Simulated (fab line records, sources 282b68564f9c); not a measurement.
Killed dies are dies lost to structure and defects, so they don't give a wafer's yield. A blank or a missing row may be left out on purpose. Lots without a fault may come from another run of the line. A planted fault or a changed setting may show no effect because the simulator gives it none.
Chamber matching | flow rit_cmos | RIT_FOX1_WET_ETCH_02 on wet_bench-01: 3 sister chambers
The step etches SiO2 in BOE, target depth 350 nm, time 390 s. 3 wafers are shown with their chamber, then 7 later ones without.

WAFERS WITH THEIR CHAMBER
wafer  | chamber | bath_heat_duty_pct (%)
L319.6 | 1       | 1.4
L325.5 | 3       | 1.5
L331.2 | 2       | 1.8

WAFERS WITHOUT THEIR CHAMBER
wafer  | bath_heat_duty_pct (%)
L331.4 | 1.7
L336.1 | 1.0
L336.2 | 1.9
L336.6 | 1.9
L337.4 | 2.2
L337.5 | 2.1
L337.6 | 2.2

WHICH CHAMBER EACH WENT THROUGH
wafer  | from the rows above          | in truth
L331.4 | can't be placed: 2 or 3 or 1 | 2
L336.1 | can't be placed: 1 or 3 or 2 | 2
L336.2 | can't be placed: 2 or 3 or 1 | 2
L336.6 | can't be placed: 2 or 3 or 1 | 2
L337.4 | can't be placed: 2 or 3 or 1 | 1
L337.5 | can't be placed: 2 or 3 or 1 | 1
L337.6 | can't be placed: 2 or 3 or 1 | 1
Placed correctly: 0 of 7. Can't be placed from these rows: 7 (the true chamber is among the candidates in 7). Placed wrongly: 0.
How it was worked out, from the rows above alone: a wafer's distance from a chamber is the root of the sum, over the readings, of the square of ((its reading less the chamber's mean) divided by the reading's scatter). The wafer belongs to the nearest chamber; if the next one is less than 2 further off, it can't be placed. A chamber's mean is the mean of its shown wafers. The scatter: with one shown wafer a chamber, the root of the mean of the squares of how far each hidden wafer lies from its nearest shown one.
